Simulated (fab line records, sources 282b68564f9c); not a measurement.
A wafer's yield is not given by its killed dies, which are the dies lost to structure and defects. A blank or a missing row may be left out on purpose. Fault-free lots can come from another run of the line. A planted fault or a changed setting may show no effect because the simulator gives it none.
fab line records	flow rit_cmos
record lots=5	wafers=23
route steps=202 shown PLDD@115 NSD@139 PSD@150 SDANNEAL@155 NLDD@160 SILICIDE@162 M1@184
start_h: hours from the record's opening day to when the first of the lot's shown wafers began	wait_h: hours since the lot's step before	" the same as in the row above	L1.1+2: a row that stands for several wafers	- no value, or no start given	* or withheld: withheld	< > ~ a bound
route shown NAME@n: names a module that has steps shown in the file, with the first one's number in the route	usual: mean/standard deviation of fault-free wafers	same: alike in all rows	chamber/n: place in a boat	sites: each site's reading	_std_site: standard deviation across them	_edge_site: mean of outer sites minus mean of inner sites	radius_mm: how far each site lies from the wafer's centre	mask NAME#n: copy n	behind: the last tool/chamber to shape the wafer	hold: why the lot was held/for how many hours/how that ended	device: names the non-switching transistor (n, p or np)	end of line: the tests these same wafers got at the end of their route	a step with no rows: only its recipe	killed: count of dies lost to structure and defects at first sort (not the wafer's yield)	map: a wafer's dies, marking killed ones x, the rest . and places with no die _
set.NAME: the setting as run; set.NAME@STEP: as run at that earlier step	model.NAME: the simulator's own value behind a step, which no gauge read
lots run with intentionally changed settings; tables by step, rows by wafer
## steps
# step RIT_PLDD_COAT_01
# recipe resist=NOVOLAK	spin_rpm=3250	resist_thk_nm=1000
lot.wafer	tool	chamber	start_h	wait_h	set.spin_rpm	model.NOVOLAK_of_PLDD_COAT_01.thk_nm
L076.1	litho_track-04	0	52.32	0.1	3384	983.3
L076.2+5	"	0	"	"	3250	1003
L076.4	"	0	"	"	3384	983.8
L076.6	"	0	"	"	3250	1004
L078.1	litho_track-04	0	67.30	0.1	3432	971.8
L078.2	"	0	"	"	3432	969.3
L078.3	"	0	"	"	3250	999.4
L078.4	"	0	"	"	3432	969.8
L078.5	"	0	"	"	3250	998.5
L079.1+2	litho_track-01	0	72.44	0.1	3250	1001
L079.3	"	0	"	"	3250	998.9
L079.5	"	0	"	"	3250	1003
L079.6	"	0	"	"	3250	1000
L081.1	litho_track-01	0	83.29	0.1	3250	994.6
L081.3	"	0	"	"	3250	998.5
L081.6	"	0	"	"	3250	994.1
L084.1	litho_track-04	0	94.31	0.1	3381	982.9
L084.2+6	"	0	"	"	3250	1002
L084.3	"	0	"	"	3381	983.2
L084.4	"	0	"	"	3381	981.6
# step RIT_PLDD_SOFTBAKE_02
# recipe resist=NOVOLAK	temp_c=90	time_s=60
# step RIT_PLDD_EXPOSE_03
# recipe mask_id=M8	na=0.57	target_cd_nm=40900	dose_mj=250
# step RIT_PLDD_DEVELOP_05
# recipe resist=NOVOLAK	develop_time_s=50	dev_temp_c=23
# step RIT_PLDD_HARDBAKE_07
# recipe resist=NOVOLAK	temp_c=140	time_s=60
lot.wafer	tool	chamber	start_h	wait_h	set.spin_rpm@PLDD_COAT_01	model.NOVOLAK_of_PLDD_COAT_01.thk_nm
L076.1	litho_track-03	0	53.09	0.1	3384	869.2
L076.2	"	0	"	"	3250	886.2
L076.4	"	0	"	"	3384	869.6
L076.5	"	0	"	"	3250	886.8
L076.6	"	0	"	"	3250	887.6
L078.1	litho_track-04	0	68.16	0.0	3432	859
L078.2	"	0	"	"	3432	856.9
L078.3	"	0	"	"	3250	883.2
L078.4	"	0	"	"	3432	857.3
L078.5	"	0	"	"	3250	882.4
L079.1+2	litho_track-03	0	73.31	0.0	3250	884.4
L079.3	"	0	"	"	3250	882.8
L079.5	"	0	"	"	3250	886.2
L079.6	"	0	"	"	3250	883.8
L081.1	litho_track-01	0	84.15	0.0	3250	879
L081.3	"	0	"	"	3250	882.4
L081.6	"	0	"	"	3250	878.7
L084.1	litho_track-03	0	95.17	0.0	3381	868.8
L084.2	"	0	"	"	3250	885.9
L084.3	"	0	"	"	3381	869
L084.4	"	0	"	"	3381	867.7
L084.6	"	0	"	"	3250	885.6
# step RIT_NSD_IMPLANT_08
# recipe species=P	energy_kev=25	dose_cm2=1e+15	tilt_deg=7
lot.wafer	tool	chamber	start_h	wait_h	set.energy_kev	model.implant.rp_nm	model.implant.drp_nm
L076.1+2+6	implanter-02	0	57.34	0.1	25	31.95	14.84
L076.4+5	"	0	"	"	26.48	33.21	15.36
L078.1+2+3+4+5	implanter-01	0	72.27	0.1	25	32.8	14.84
L079.1+2+3+5+6	implanter-01	0	77.52	0.1	25	31.63	14.84
L081.1+3+6	implanter-03	0	88.51	0.1	25	32.45	14.84
L084.1+4+6	implanter-03	0	100.19	0.1	25.48	32.89	15.01
L084.2+3	"	0	"	"	25	32.47	14.84
# step RIT_PSD_IMPLANT_08
# recipe species=BF2	energy_kev=27	dose_cm2=5e+15	tilt_deg=7
lot.wafer	tool	chamber	start_h	wait_h	set.energy_kev	model.implant.drp_nm
L076.1+6	implanter-01	0	58.89	0.1	27	12.05
L076.2+4+5	"	0	"	"	28.2	12.42
L078.1+5	implanter-01	0	73.69	0.1	27.96	12.35
L078.2+3+4	"	0	"	"	27	12.05
L079.1+2	implanter-04	0	79.07	0.1	27	12.05
L079.3+5+6	"	0	"	"	27.89	12.32
L081.1+3+6	implanter-03	0	90.06	0.1	27	12.05
L084.1+2+3+4+6	implanter-03	0	102.21	0.1	27	12.05
# step RIT_PSD_STRIP_09
# recipe chemistry=O2	time_s=180	resist=NOVOLAK	platen_temp_c=withheld	power_w=500	pressure_mtorr=4000	o2_flow_sccm=4000
# step RIT_SDANNEAL_CLEAN_02
# recipe chemistry=SC2	mix=3:3:50	time_s=600	temp_c=75	dry=n2_spin
# step RIT_SDANNEAL_RTA_03
# recipe temp_c=1050	time_s=5	idle_temp_c=600	ramp_up_c_per_s=342	ramp_down_c_per_s=171	cool_to_c=600	ambient=N2
# step RIT_SDANNEAL_RS_MEAS_04
# recipe thk_meas_gauge=four-point-probe
# usual PSD_RS=115.9/0.34
lot.wafer	tool	chamber	start_h	wait_h	set.energy_kev@PSD_IMPLANT_08	PSD_RS[ohm/sq]
L076.1	film_metro-04	-	59.77	0.0	27	115.8
L076.2	"	-	"	"	28.2	113.6
L076.4	"	-	"	"	28.2	113.2
L076.5	"	-	"	"	28.2	113.4
L076.6	"	-	"	"	27	116.0
L078.1	film_metro-04	-	74.52	0.0	27.96	113.9
L078.2	"	-	"	"	27	115.8
L078.3	"	-	"	"	27	115.6
L078.4	"	-	"	"	27	115.8
L078.5	"	-	"	"	27.96	113.4
L079.1	film_metro-01	-	79.91	0.0	27	116.1
L079.2	"	-	"	"	27	115.8
L079.3	"	-	"	"	27.89	114.1
L079.5	"	-	"	"	27.89	114.1
L079.6	"	-	"	"	27.89	113.8
L081.1	film_metro-01	-	90.87	0.0	27	116.5
L081.3	"	-	"	"	27	116.5
L081.6	"	-	"	"	27	116.5
L084.1	film_metro-02	-	103.02	0.0	27	115.9
L084.2	"	-	"	"	27	115.6
L084.3	"	-	"	"	27	115.5
L084.4	"	-	"	"	27	116.1
L084.6	"	-	"	"	27	115.4
# step RIT_SDANNEAL_RS_MEAS_05
# recipe thk_meas_gauge=four-point-probe
# usual NSD_RS=84.65/0.25
lot.wafer	tool	chamber	start_h	wait_h	set.energy_kev@NSD_IMPLANT_08	NSD_RS[ohm/sq]
L076.1	film_metro-04	-	59.89	0.1	25	84.90
L076.2	"	-	"	"	25	85.04
L076.4	"	-	"	"	26.48	84.19
L076.5	"	-	"	"	26.48	84.00
L076.6	"	-	"	"	25	84.99
L078.1	film_metro-04	-	74.64	0.1	25	84.75
L078.2	"	-	"	"	25	84.52
L078.3	"	-	"	"	25	84.34
L078.4	"	-	"	"	25	84.86
L078.5	"	-	"	"	25	84.46
L079.1	film_metro-01	-	80.03	0.1	25	84.99
L079.2	"	-	"	"	25	84.78
L079.3	"	-	"	"	25	84.77
L079.5	"	-	"	"	25	84.96
L079.6	"	-	"	"	25	84.83
L081.1	film_metro-01	-	90.99	0.1	25	84.67
L081.3	"	-	"	"	25	84.62
L081.6	"	-	"	"	25	84.64
L084.1	film_metro-02	-	103.14	0.1	25.48	84.67
L084.2	"	-	"	"	25	84.90
L084.3	"	-	"	"	25	85.17
L084.4	"	-	"	"	25.48	84.67
L084.6	"	-	"	"	25.48	84.65
# step RIT_SDANNEAL_RS_MEAS_07
# recipe thk_meas_gauge=four-point-probe
# usual NLDD_RS=151.5/0.44
lot.wafer	tool	chamber	start_h	wait_h	set.dose_cm2@NLDD_IMPLANT_08	NLDD_RS[ohm/sq]
L076.1	film_metro-04	-	60.13	0.1	4.833e+14	155.8
L076.2	"	-	"	"	4.833e+14	156.1
L076.4	"	-	"	"	5e+14	151.6
L076.5	"	-	"	"	4.833e+14	156.2
L076.6	"	-	"	"	5e+14	151.0
L078.1	film_metro-04	-	74.88	0.1	5e+14	151.5
L078.2	"	-	"	"	4.872e+14	154.4
L078.3	"	-	"	"	4.872e+14	154.1
L078.4	"	-	"	"	4.872e+14	154.0
L078.5	"	-	"	"	5e+14	151.6
L079.1	film_metro-01	-	80.27	0.1	5e+14	152.1
L079.2	"	-	"	"	5e+14	152.2
L079.3	"	-	"	"	5e+14	151.8
L079.5	"	-	"	"	5e+14	152.2
L079.6	"	-	"	"	5e+14	152.2
L081.1	film_metro-01	-	91.23	0.1	5e+14	151.0
L081.3	"	-	"	"	5e+14	151.1
L081.6	"	-	"	"	5e+14	151.1
L084.1	film_metro-02	-	103.38	0.1	5e+14	151.6
L084.2	"	-	"	"	5e+14	151.9
L084.3	"	-	"	"	5e+14	151.3
L084.4	"	-	"	"	5e+14	151.5
L084.6	"	-	"	"	5e+14	151.7
# step RIT_SILICIDE_SPUTTER_01
# recipe material=Ti	target_thk_nm=30	power_w=350	chamber_pressure_pa=0.667	gas=Ar	time_s=240	substrate_temp_c=25
lot.wafer	tool	chamber	start_h	wait_h	set.power_w	model.Ti_of_SILICIDE_SPUTTER_01.thk_nm
L076.1	pvd_sputter-03	-	60.26	0.0	350	30.09
L076.2	"	-	"	"	350	29.98
L076.4	"	-	"	"	350	29.94
L076.5	"	-	"	"	350	30.16
L076.6	"	-	"	"	350	29.81
L078.1	pvd_sputter-01	-	75.01	0.0	334.5	29.33
L078.2	"	-	"	"	334.5	29.21
L078.3	"	-	"	"	334.5	29.12
L078.4	"	-	"	"	350	29.96
L078.5	"	-	"	"	350	30.48
L079.1	pvd_sputter-04	-	80.40	0.0	350	29.87
L079.2	"	-	"	"	350	29.8
L079.3	"	-	"	"	350	29.86
L079.5	"	-	"	"	350	29.81
L079.6	"	-	"	"	350	30.18
L081.1	pvd_sputter-04	-	91.36	0.0	350	29.61
L081.3	"	-	"	"	350	29.89
L081.6	"	-	"	"	350	29.92
L084.1	pvd_sputter-04	-	103.51	0.0	350	29.54
L084.2	"	-	"	"	337.1	28.47
L084.3	"	-	"	"	350	29.79
L084.4	"	-	"	"	337.1	28.34
L084.6	"	-	"	"	337.1	28.49
# step RIT_SILICIDE_RS_MEAS_02
# recipe thk_meas_gauge=four-point-probe	reads=Ti_of_SILICIDE_SPUTTER_01
# usual SILICIDE_TI_RS=47.9/0.75
lot.wafer	tool	chamber	start_h	wait_h	set.power_w@SILICIDE_SPUTTER_01	SILICIDE_TI_RS[ohm/sq]
L076.1	film_metro-01	-	60.41	0.1	350	47.8
L076.2	"	-	"	"	350	48.0
L076.4	"	-	"	"	350	48.0
L076.5	"	-	"	"	350	47.6
L076.6	"	-	"	"	350	48.3
L078.1	film_metro-03	-	75.16	0.1	334.5	49.4
L078.2	"	-	"	"	334.5	49.4
L078.3	"	-	"	"	334.5	49.6
L078.4	"	-	"	"	350	48.0
L078.5	"	-	"	"	350	47.0
L079.1	film_metro-03	-	80.55	0.1	350	48.2
L079.2	"	-	"	"	350	48.4
L079.3	"	-	"	"	350	48.2
L079.5	"	-	"	"	350	48.4
L079.6	"	-	"	"	350	47.6
L081.1	film_metro-04	-	91.51	0.1	350	48.6
L081.3	"	-	"	"	350	48.1
L081.6	"	-	"	"	350	48.0
L084.1	film_metro-03	-	103.66	0.1	350	48.9
L084.2	"	-	"	"	337.1	51.2
L084.3	"	-	"	"	350	48.4
L084.4	"	-	"	"	337.1	51.5
L084.6	"	-	"	"	337.1	51.1
# step RIT_SILICIDE_THK_MEAS_03
# recipe thk_meas_gauge=xrf	reads=Ti_of_SILICIDE_SPUTTER_01
# usual SILICIDE_TI_THK=29.5/0.45
lot.wafer	tool	chamber	start_h	wait_h	set.power_w@SILICIDE_SPUTTER_01	SILICIDE_TI_THK[nm]
L076.1	film_metro-01	-	60.53	0.1	350	29.7
L076.2	"	-	"	"	350	29.7
L076.4	"	-	"	"	350	29.7
L076.5	"	-	"	"	350	29.8
L076.6	"	-	"	"	350	29.4
L078.1	film_metro-03	-	75.28	0.1	334.5	28.8
L078.2	"	-	"	"	334.5	28.7
L078.3	"	-	"	"	334.5	28.8
L078.4	"	-	"	"	350	29.5
L078.5	"	-	"	"	350	29.9
L079.1	film_metro-03	-	80.67	0.1	350	29.4
L079.2	"	-	"	"	350	29.4
L079.3	"	-	"	"	350	29.4
L079.5	"	-	"	"	350	29.3
L079.6	"	-	"	"	350	29.7
L081.1	film_metro-04	-	91.63	0.1	350	29.1
L081.3	"	-	"	"	350	29.3
L081.6	"	-	"	"	350	29.3
L084.1	film_metro-03	-	103.78	0.1	350	29.0
L084.2	"	-	"	"	337.1	27.9
L084.3	"	-	"	"	350	29.2
L084.4	"	-	"	"	337.1	27.8
L084.6	"	-	"	"	337.1	28.0
# step RIT_M1_SPUTTER_00
# recipe material=Al	target_thk_nm=400	power_w=2000	chamber_pressure_pa=0.4	gas=Ar	time_s=500	substrate_temp_c=25
lot.wafer	tool	chamber	start_h	wait_h	set.time_s	model.Al_of_M1_SPUTTER_00.thk_nm
L076.1	pvd_sputter-03	-	63.25	0.0	500	396.6
L076.2	"	-	"	"	500	398.9
L076.4	"	-	"	"	500	401.6
L076.5	"	-	"	"	500	395.5
L076.6	"	-	"	"	500	401.3
L078.1	pvd_sputter-03	-	77.89	0.0	500	396.2
L078.2	"	-	"	"	500	398
L078.3	"	-	"	"	500	400.7
L078.4	"	-	"	"	500	402.6
L078.5	"	-	"	"	500	401.4
L079.1	pvd_sputter-03	-	83.20	0.0	500	400.8
L079.2	"	-	"	"	500	402.5
L079.3	"	-	"	"	426.5	345.2
L079.5	"	-	"	"	500	401
L079.6	"	-	"	"	426.5	347.9
L081.1	pvd_sputter-02	-	94.48	0.0	500	393.8
L081.3	"	-	"	"	500	398.7
L081.6	"	-	"	"	500	397
L084.1	pvd_sputter-01	-	106.39	0.0	464.6	368.2
L084.2	"	-	"	"	464.6	371.8
L084.3	"	-	"	"	500	398.6
L084.4	"	-	"	"	500	398.2
L084.6	"	-	"	"	500	396.5
# step RIT_M1_RS_MEAS_01
# recipe thk_meas_gauge=four-point-probe	reads=Al_of_M1_SPUTTER_00
# usual M1_AL_RS=0.0733/0.00082
lot.wafer	tool	chamber	start_h	wait_h	set.time_s@M1_SPUTTER_00	M1_AL_RS[ohm/sq]
L076.1	film_metro-01	-	63.54	0.1	500	0.0742
L076.2	"	-	"	"	500	0.0737
L076.4	"	-	"	"	500	0.0732
L076.5	"	-	"	"	500	0.0744
L076.6	"	-	"	"	500	0.0732
L078.1	film_metro-04	-	78.18	0.1	500	0.0743
L078.2	"	-	"	"	500	0.0739
L078.3	"	-	"	"	500	0.0731
L078.4	"	-	"	"	500	0.0729
L078.5	"	-	"	"	500	0.0732
L079.1	film_metro-02	-	83.49	0.1	500	0.0732
L079.2	"	-	"	"	500	0.0730
L079.3	"	-	"	"	426.5	0.0854
L079.5	"	-	"	"	500	0.0732
L079.6	"	-	"	"	426.5	0.0846
L081.1	film_metro-01	-	94.78	0.1	500	0.0748
L081.3	"	-	"	"	500	0.0737
L081.6	"	-	"	"	500	0.0740
L084.1	film_metro-01	-	106.68	0.1	464.6	0.0800
L084.2	"	-	"	"	464.6	0.0792
L084.3	"	-	"	"	500	0.0738
L084.4	"	-	"	"	500	0.0739
L084.6	"	-	"	"	500	0.0743
# step RIT_M1_THK_MEAS_02
# recipe thk_meas_gauge=xrf	reads=Al_of_M1_SPUTTER_00
# usual M1_AL_THK=399/4.8
lot.wafer	tool	chamber	start_h	wait_h	set.time_s@M1_SPUTTER_00	M1_AL_THK[nm]
L076.1	film_metro-01	-	63.66	0.1	500	399
L076.2	"	-	"	"	500	399
L076.4	"	-	"	"	500	405
L076.5	"	-	"	"	500	395
L076.6	"	-	"	"	500	405
L078.1	film_metro-04	-	78.30	0.1	500	394
L078.2	"	-	"	"	500	396
L078.3	"	-	"	"	500	398
L078.4	"	-	"	"	500	402
L078.5	"	-	"	"	500	401
L079.1	film_metro-02	-	83.61	0.1	500	399
L079.2	"	-	"	"	500	399
L079.3	"	-	"	"	426.5	342
L079.5	"	-	"	"	500	397
L079.6	"	-	"	"	426.5	345
L081.1	film_metro-01	-	94.90	0.1	500	393
L081.3	"	-	"	"	500	398
L081.6	"	-	"	"	500	400
L084.1	film_metro-01	-	106.80	0.1	464.6	367
L084.2	"	-	"	"	464.6	371
L084.3	"	-	"	"	500	398
L084.4	"	-	"	"	500	394
L084.6	"	-	"	"	500	395
# step RIT_M1_EXPOSE_06
# recipe mask_id=M12	na=0.6	source_shape=conventional	sigma_outer=0.5	target_cd_nm=2600	dose_mj=250
lot.wafer	tool	chamber	start_h	wait_h	mask	set.dose_mj
L076.1+4+6	iline_stepper-01	0	64.17	0.1	M12#0	250
L076.2+5	"	0	"	"	M12#0	239.7
L078.1+4+5	iline_stepper-02	0	78.81	0.1	M12#0	250
L078.2+3	"	0	"	"	M12#0	258.1
L079.1+2+3	iline_stepper-01	0	84.25	0.2	M12#0	250
L079.5+6	"	0	"	"	M12#0	238.8
L081.1+3+6	iline_stepper-01	0	95.53	0.2	M12#0	250
L084.1+3+4	iline_stepper-01	0	107.44	0.2	M12#0	258
L084.2+6	"	0	"	"	M12#0	250
# step RIT_M1_PEB_07
# recipe resist=NOVOLAK	temp_c=withheld	time_s=withheld
# step RIT_M1_DEVELOP_08
# recipe resist=NOVOLAK	develop_time_s=68	dev_temp_c=23
# step RIT_M1_CD_MEAS_09
# recipe target_cd_nm=2600
# usual cd_nm=2599.7/1.7
lot.wafer	tool	chamber	start_h	wait_h	set.dose_mj@M1_EXPOSE_06	cd_nm
L076.1	cd_sem-02	-	64.60	-	250	2600.1
L076.2	"	-	"	"	239.7	2610.3
L076.4	"	-	"	"	250	2599.3
L076.5	"	-	"	"	239.7	2610.2
L076.6	"	-	"	"	250	2597.9
L078.1	cd_sem-02	-	79.30	-	250	2602.3
L078.2	"	-	"	"	258.1	2593.0
L078.3	"	-	"	"	258.1	2593.5
L078.4	"	-	"	"	250	2602.5
L078.5	"	-	"	"	250	2601.6
L079.1	cd_sem-02	-	84.68	-	250	2598.7
L079.2	"	-	"	"	250	2597.5
L079.3	"	-	"	"	250	2600.5
L079.5	"	-	"	"	238.8	2613.4
L079.6	"	-	"	"	238.8	2612.6
L081.1	cd_sem-02	-	95.96	-	250	2598.4
L081.3	"	-	"	"	250	2599.9
L081.6	"	-	"	"	250	2597.5
L084.1	cd_sem-02	-	107.87	-	258	2595.6
L084.2	"	-	"	"	250	2602.1
L084.3	"	-	"	"	258	2592.6
L084.4	"	-	"	"	258	2595.9
L084.6	"	-	"	"	250	2602.7
# step RIT_M1_METAL_ETCH_12
# recipe stop_on=SiO2	chemistry=Cl2/BCl3	target=Al	time_s=165	over_etch_frac=0.5	pressure_mtorr=100	target_depth_a=6000	rf_w=250	Cl2_flow_sccm=60	bcl3_flow_sccm=50
# usual oes_product_au=0.784/0.0069
lot.wafer	tool	chamber	start_h	wait_h	set.rf_w	set.time_s@M1_SPUTTER_00	set.dose_mj@M1_EXPOSE_06	oes_product_au	model.NOVOLAK_of_M1_COAT_04.thk_nm	model.M1.cd_nm
L076.1	rie_metal-01	0	65.01	0.2	250	500	250	0.787	808.6	2600
L076.2	"	1	"	"	240.1	500	239.7	0.785	820	2611
L076.4	"	1	"	"	240.1	500	250	0.785	823.2	2601
L076.5	"	1	"	"	250	500	239.7	0.780	807.4	2611
L076.6	"	0	"	"	240.1	500	250	0.785	824.6	2601
L078.1	rie_metal-03	0	79.70	0.2	250	500	250	0.773	811.1	2602
L078.2	"	1	"	"	278.1	500	258.1	0.775	767.8	2587
L078.3	"	1	"	"	250	500	258.1	0.780	810.3	2592
L078.4	"	0	"	"	278.1	500	250	0.778	773.1	2597
L078.5	"	1	"	"	250	500	250	0.787	803.9	2602
L079.1	rie_metal-01	1	85.09	0.2	250	500	250	0.793	807.1	2599
L079.2	"	0	"	"	224.5	500	250	0.780	845	2601
L079.3	"	1	"	"	224.5	426.5	250	0.732	-	2604
L079.5	"	0	"	"	224.5	500	238.8	0.781	840.5	2618
L079.6	"	1	"	"	250	426.5	238.8	0.718	-	2612
L081.1	rie_metal-03	0	96.37	0.2	250	500	250	0.783	808.9	2599
L081.3	"	1	"	"	250	500	250	0.786	811.1	2600
L081.6	"	0	"	"	250	500	250	0.772	807.2	2598
L084.1	rie_metal-03	0	108.27	0.2	250	464.6	258	0.742	-	2596
L084.2	"	1	"	"	250	464.6	250	0.748	-	2600
L084.3	"	0	"	"	241	500	258	0.781	820.6	2594
L084.4	"	1	"	"	250	500	258	0.784	808.6	2595
L084.6	"	0	"	"	241	500	250	0.771	824	2603
# step RIT_M1_STRIP_13
# recipe chemistry=nmp	resist=NOVOLAK	temp_c=80	time_s=600	dry=n2_spin
# step RIT_M1_STRIP_14
# recipe chemistry=O2	time_s=180	platen_temp_c=withheld	power_w=500	pressure_mtorr=4000	o2_flow_sccm=4000
# step RIT_M1_CD_MEAS_90
# recipe target_cd_nm=2600
# usual cd_nm=2599.3/1.8
lot.wafer	tool	chamber	start_h	wait_h	set.dose_mj@M1_EXPOSE_06	cd_nm
L076.1	cd_sem-02	-	65.55	0.1	250	2599.4
L076.2	"	-	"	"	239.7	2611.1
L076.4	"	-	"	"	250	2600.3
L076.5	"	-	"	"	239.7	2610.8
L076.6	"	-	"	"	250	2601.0
L078.1	cd_sem-01	-	80.23	0.1	250	2601.9
L078.2	"	-	"	"	258.1	2587.0
L078.3	"	-	"	"	258.1	2592.3
L078.4	"	-	"	"	250	2596.8
L078.5	"	-	"	"	250	2601.7
L079.1	cd_sem-01	-	85.60	0.1	250	2599.0
L079.2	"	-	"	"	250	2600.3
L079.3	"	-	"	"	250	2603.4
L079.5	"	-	"	"	238.8	2617.2
L079.6	"	-	"	"	238.8	2612.1
L081.1	cd_sem-02	-	96.89	0.1	250	2599.0
L081.3	"	-	"	"	250	2599.4
L081.6	"	-	"	"	250	2598.2
L084.1	cd_sem-01	-	108.78	0.1	258	2595.9
L084.2	"	-	"	"	250	2599.8
L084.3	"	-	"	"	258	2593.3
L084.4	"	-	"	"	258	2594.9
L084.6	"	-	"	"	250	2602.8
## key
split step=RIT_PLDD_COAT_01	setting=spin_rpm	stated=3250	by=wafer
response step=RIT_PLDD_COAT_01	reading=model.NOVOLAK_of_PLDD_COAT_01.thk_nm	change=-4.98	per=1%	r=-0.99
response step=RIT_PLDD_HARDBAKE_07	reading=model.NOVOLAK_of_PLDD_COAT_01.thk_nm	change=-4.36	per=1%	r=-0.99
split step=RIT_NSD_IMPLANT_08	setting=energy_kev	stated=25	by=wafer
response step=RIT_NSD_IMPLANT_08	reading=model.implant.rp_nm	change=+0.214	per=1%	r=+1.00
response step=RIT_NSD_IMPLANT_08	reading=model.implant.drp_nm	change=+0.0886	per=1%	r=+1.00
response step=RIT_SDANNEAL_RS_MEAS_05	reading=NSD_RS	change=-0.153	per=1%	r=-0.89
split step=RIT_PSD_IMPLANT_08	setting=energy_kev	stated=27	by=wafer
response step=RIT_PSD_IMPLANT_08	reading=model.implant.drp_nm	change=+0.0843	per=1%	r=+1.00
response step=RIT_SDANNEAL_RS_MEAS_04	reading=PSD_RS	change=-0.585	per=1%	r=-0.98
split step=RIT_SILICIDE_SPUTTER_01	setting=power_w	stated=350	by=wafer
response step=RIT_SILICIDE_SPUTTER_01	reading=model.Ti_of_SILICIDE_SPUTTER_01.thk_nm	change=+0.271	per=1%	r=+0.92
response step=RIT_SILICIDE_RS_MEAS_02	reading=SILICIDE_TI_RS	change=-0.549	per=1%	r=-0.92
response step=RIT_SILICIDE_THK_MEAS_03	reading=SILICIDE_TI_THK	change=+0.262	per=1%	r=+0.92
split step=RIT_M1_SPUTTER_00	setting=time_s	stated=500	by=wafer
response step=RIT_M1_SPUTTER_00	reading=model.Al_of_M1_SPUTTER_00.thk_nm	change=+3.77	per=1%	r=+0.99
response step=RIT_M1_RS_MEAS_01	reading=M1_AL_RS	change=-0.000804	per=1%	r=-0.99
response step=RIT_M1_THK_MEAS_02	reading=M1_AL_THK	change=+3.76	per=1%	r=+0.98
response step=RIT_M1_METAL_ETCH_12	reading=oes_product_au	change=+0.0042	per=1%	r=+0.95
split step=RIT_M1_EXPOSE_06	setting=dose_mj	stated=250	by=wafer
response step=RIT_M1_CD_MEAS_09	reading=cd_nm	change=-2.81	per=1%	r=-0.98
response step=RIT_M1_METAL_ETCH_12	reading=model.M1.cd_nm	change=-2.8	per=1%	r=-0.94
response step=RIT_M1_CD_MEAS_90	reading=cd_nm	change=-2.78	per=1%	r=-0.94
split step=RIT_M1_METAL_ETCH_12	setting=rf_w	stated=250	by=wafer
response step=RIT_M1_METAL_ETCH_12	reading=model.NOVOLAK_of_M1_COAT_04.thk_nm	change=-3.45	per=1%	r=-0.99
split outside_this_file step=RIT_NLDD_IMPLANT_08 setting=dose_cm2
# split outside_this_file: this setting was split too, and the file shows its column; the key of that split is in another file
